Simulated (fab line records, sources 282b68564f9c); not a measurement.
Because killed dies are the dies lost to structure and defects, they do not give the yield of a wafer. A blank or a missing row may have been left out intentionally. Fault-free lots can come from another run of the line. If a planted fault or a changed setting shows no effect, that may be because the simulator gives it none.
Which tool was responsible? || flow ritCmos || 14 lots with 42 wafers sampled at 4 steps, on a route of 202 steps

## WHAT THE GAUGES READ, wafer by wafer
RIT_FOX1_THK_MEAS_01.
{"lot": "L786", "measured": "day 1 16:59", "on": "filmMetro-01", "FOX1_OXIDE_THK (nm)": "346 346 343"}
{"lot": "L788", "measured": "day 2 04:11", "on": "filmMetro-01", "FOX1_OXIDE_THK (nm)": "349 339 341"}
{"lot": "L789", "measured": "day 2 08:50", "on": "filmMetro-03", "FOX1_OXIDE_THK (nm)": "357 356 360"}
{"lot": "L791", "measured": "day 2 17:52", "on": "filmMetro-02", "FOX1_OXIDE_THK (nm)": "349 347 346"}
{"lot": "L792", "measured": "day 2 23:34", "on": "filmMetro-01", "FOX1_OXIDE_THK (nm)": "346 343 342"}
{"lot": "L793", "measured": "day 3 04:31", "on": "filmMetro-01", "FOX1_OXIDE_THK (nm)": "351 351 357"}
{"lot": "L800", "measured": "day 4 15:26", "on": "filmMetro-02", "FOX1_OXIDE_THK (nm)": "360 357 353"}
{"lot": "L801", "measured": "day 4 20:44", "on": "filmMetro-02", "FOX1_OXIDE_THK (nm)": "358 357 357"}
{"lot": "L802", "measured": "day 5 00:53", "on": "filmMetro-03", "FOX1_OXIDE_THK (nm)": "350 352 350"}
{"lot": "L804", "measured": "day 5 12:51", "on": "filmMetro-01", "FOX1_OXIDE_THK (nm)": "357 353 364"}
{"lot": "L805", "measured": "day 5 18:43", "on": "filmMetro-02", "FOX1_OXIDE_THK (nm)": "361 358 354"}
{"lot": "L806", "measured": "day 5 21:31", "on": "filmMetro-01", "FOX1_OXIDE_THK (nm)": "365 358 360"}
{"lot": "L807", "measured": "day 6 03:22", "on": "filmMetro-01", "FOX1_OXIDE_THK (nm)": "357 361 367"}
{"lot": "L808", "measured": "day 6 07:14", "on": "filmMetro-02", "FOX1_OXIDE_THK (nm)": "347 344 347"}

RIT_FOX2_THK_MEAS_01.
{"lot": "L786", "measured": "day 1 19:08", "on": "filmMetro-03", "FOX2_OXIDE_THK (nm)": "357 356 357"}
{"lot": "L788", "measured": "day 2 05:41", "on": "filmMetro-04", "FOX2_OXIDE_THK (nm)": "355 354 351"}
{"lot": "L789", "measured": "day 2 10:19", "on": "filmMetro-01", "FOX2_OXIDE_THK (nm)": "343 346 347"}
{"lot": "L791", "measured": "day 2 19:22", "on": "filmMetro-03", "FOX2_OXIDE_THK (nm)": "345 346 341"}
{"lot": "L792", "measured": "day 3 01:08", "on": "filmMetro-03", "FOX2_OXIDE_THK (nm)": "347 341 344"}
{"lot": "L793", "measured": "day 3 06:00", "on": "filmMetro-01", "FOX2_OXIDE_THK (nm)": "355 345 350"}
{"lot": "L800", "measured": "day 4 16:56", "on": "filmMetro-03", "FOX2_OXIDE_THK (nm)": "355 358 357"}
{"lot": "L801", "measured": "day 4 23:01", "on": "filmMetro-01", "FOX2_OXIDE_THK (nm)": "358 354 358"}
{"lot": "L802", "measured": "day 5 02:24", "on": "filmMetro-04", "FOX2_OXIDE_THK (nm)": "354 351 359"}
{"lot": "L804", "measured": "day 5 18:43", "on": "filmMetro-04", "FOX2_OXIDE_THK (nm)": "343 339 342"}
{"lot": "L805", "measured": "day 5 20:13", "on": "filmMetro-01", "FOX2_OXIDE_THK (nm)": "356 347 350"}
{"lot": "L806", "measured": "day 5 23:01", "on": "filmMetro-01", "FOX2_OXIDE_THK (nm)": "348 352 353"}
{"lot": "L807", "measured": "day 6 06:49", "on": "filmMetro-04", "FOX2_OXIDE_THK (nm)": "368 364 369"}
{"lot": "L808", "measured": "day 6 08:43", "on": "filmMetro-03", "FOX2_OXIDE_THK (nm)": "360 358 350"}

RIT_SDANNEAL_RS_MEAS_06: measures by four-point-probe.
{"lot": "L786", "measured": "day 3 02:29", "on": "filmMetro-02", "PLDD_RS (ohm/sq)": "179.1 179.1 179.5"}
{"lot": "L788", "measured": "day 3 13:59", "on": "filmMetro-02", "PLDD_RS (ohm/sq)": "178.8 178.9 179.9"}
{"lot": "L789", "measured": "day 3 18:46", "on": "filmMetro-04", "PLDD_RS (ohm/sq)": "179.7 178.6 178.7"}
{"lot": "L791", "measured": "day 4 03:57", "on": "filmMetro-02", "PLDD_RS (ohm/sq)": "- - -"}
{"lot": "L792", "measured": "day 4 07:28", "on": "filmMetro-03", "PLDD_RS (ohm/sq)": "179.6 179.9 179.1"}
{"lot": "L793", "measured": "day 4 12:34", "on": "filmMetro-02", "PLDD_RS (ohm/sq)": "- - -"}
{"lot": "L800", "measured": "day 6 02:28", "on": "filmMetro-04", "PLDD_RS (ohm/sq)": "178.6 178.2 178.3"}
{"lot": "L801", "measured": "day 6 09:30", "on": "filmMetro-04", "PLDD_RS (ohm/sq)": "179.1 179.2 179.3"}
{"lot": "L802", "measured": "day 6 09:52", "on": "filmMetro-02", "PLDD_RS (ohm/sq)": "179.7 179.0 179.4"}
{"lot": "L804", "measured": "day 7 01:56", "on": "filmMetro-03", "PLDD_RS (ohm/sq)": "178.9 179.3 179.1"}
{"lot": "L805", "measured": "day 7 05:22", "on": "filmMetro-04", "PLDD_RS (ohm/sq)": "179.0 178.7 179.3"}
{"lot": "L806", "measured": "day 7 10:02", "on": "filmMetro-02", "PLDD_RS (ohm/sq)": "178.5 178.5 178.6"}
{"lot": "L807", "measured": "day 7 13:41", "on": "filmMetro-02", "PLDD_RS (ohm/sq)": "179.6 179.7 179.6"}
{"lot": "L808", "measured": "day 7 15:31", "on": "filmMetro-02", "PLDD_RS (ohm/sq)": "179.1 178.5 178.4"}

## EACH LOT AND THE TOOL THAT RAN IT (in order: tool; ch and the chambers of the sampled wafers; start)
{"lot": "L786", "RIT_PLDD_IMPLANT_08": "implanter-02 ch 0, day 2 19:47"}
{"lot": "L788", "RIT_PLDD_IMPLANT_08": "implanter-02 ch 0, day 3 05:51"}
{"lot": "L789", "RIT_PLDD_IMPLANT_08": "implanter-04 ch 0, day 3 09:53"}
{"lot": "L791", "RIT_PLDD_IMPLANT_08": "implanter-04 ch 0, day 3 20:55"}
{"lot": "L792", "RIT_PLDD_IMPLANT_08": "implanter-02 ch 0, day 4 00:47"}
{"lot": "L793", "RIT_PLDD_IMPLANT_08": "implanter-04 ch 0, day 4 06:02"}
{"lot": "L800", "RIT_PLDD_IMPLANT_08": "implanter-02 ch 0, day 5 19:59"}
{"lot": "L801", "RIT_PLDD_IMPLANT_08": "implanter-02 ch 0, day 6 02:28"}
{"lot": "L802", "RIT_PLDD_IMPLANT_08": "implanter-01 ch 0, day 6 03:05"}
{"lot": "L804", "RIT_PLDD_IMPLANT_08": "implanter-02 ch 0, day 6 19:11"}
{"lot": "L805", "RIT_PLDD_IMPLANT_08": "implanter-02 ch 0, day 6 21:50"}
{"lot": "L806", "RIT_PLDD_IMPLANT_08": "implanter-04 ch 0, day 7 03:26"}
{"lot": "L807", "RIT_PLDD_IMPLANT_08": "implanter-04 ch 0, day 7 07:17"}
{"lot": "L808", "RIT_PLDD_IMPLANT_08": "implanter-01 ch 0, day 7 08:23"}
- RIT_PLDD_IMPLANT_08

## AS READ BY THE TOOLS THEMSELVES (means over the sampled wafers that have a number; for cases with no such wafer, the mark the record gives instead)
RIT_PLDD_IMPLANT_08.
{"lot": "L786", "tool": "implanter-02", "tiltDeg (degrees)": 7.008}
{"lot": "L788", "tool": "implanter-02", "tiltDeg (degrees)": 6.993}
{"lot": "L789", "tool": "implanter-04", "tiltDeg (degrees)": 7.013}
{"lot": "L791", "tool": "implanter-04", "tiltDeg (degrees)": 7.578}
{"lot": "L792", "tool": "implanter-02", "tiltDeg (degrees)": 7.006}
{"lot": "L793", "tool": "implanter-04", "tiltDeg (degrees)": 7.601}
{"lot": "L800", "tool": "implanter-02", "tiltDeg (degrees)": 6.994}
{"lot": "L801", "tool": "implanter-02", "tiltDeg (degrees)": 6.996}
{"lot": "L802", "tool": "implanter-01", "tiltDeg (degrees)": 6.994}
{"lot": "L804", "tool": "implanter-02", "tiltDeg (degrees)": 7.004}
{"lot": "L805", "tool": "implanter-02", "tiltDeg (degrees)": 6.984}
{"lot": "L806", "tool": "implanter-04", "tiltDeg (degrees)": 6.967}
{"lot": "L807", "tool": "implanter-04", "tiltDeg (degrees)": 7.007}
{"lot": "L808", "tool": "implanter-01", "tiltDeg (degrees)": 6.986}

## THE ANSWER, worked out from the rows above alone
Rule: what is usual is taken from the lots themselves. Put in order of their means at a reading, lots are off if they are a third of the lots or fewer, leave a main group of 4 or more, and stand apart from it by a gap of 3 or more times the standard deviation of the main group's means; of several such gaps the widest counts. If all means in a main group match to the digits the tables above print for the reading, that group is not used. A lot without any number at a reading at which 4 lots or more have one is off too. All remaining lots with rows at the step are treated as sound. First the gauges in route order, then the tools' own readings, where a lot's mean is used as printed above. At the first step where some lot is off, the reading lying furthest off is the one used; lots without a number count as furthest.
Off: L791, L793, at RIT_SDANNEAL_RS_MEAS_06 (PLDD_RS). Without a number there: L791, L793. The main group: mean 179.1 ohm/sq, standard deviation 0.37.
A tool fits if, at a process step before that reading, it ran every lot that is off, and no sound lot after the first of them. Not tried: the gauges at RIT_SDANNEAL_RS_MEAS_06; whatever is off there is also off at RIT_PLDD_IMPLANT_08, on other tools, and gauge error can't account for it. Not one of the candidates tried fits.

## WHAT HAD BEEN PUT IN BY THE SIMULATOR
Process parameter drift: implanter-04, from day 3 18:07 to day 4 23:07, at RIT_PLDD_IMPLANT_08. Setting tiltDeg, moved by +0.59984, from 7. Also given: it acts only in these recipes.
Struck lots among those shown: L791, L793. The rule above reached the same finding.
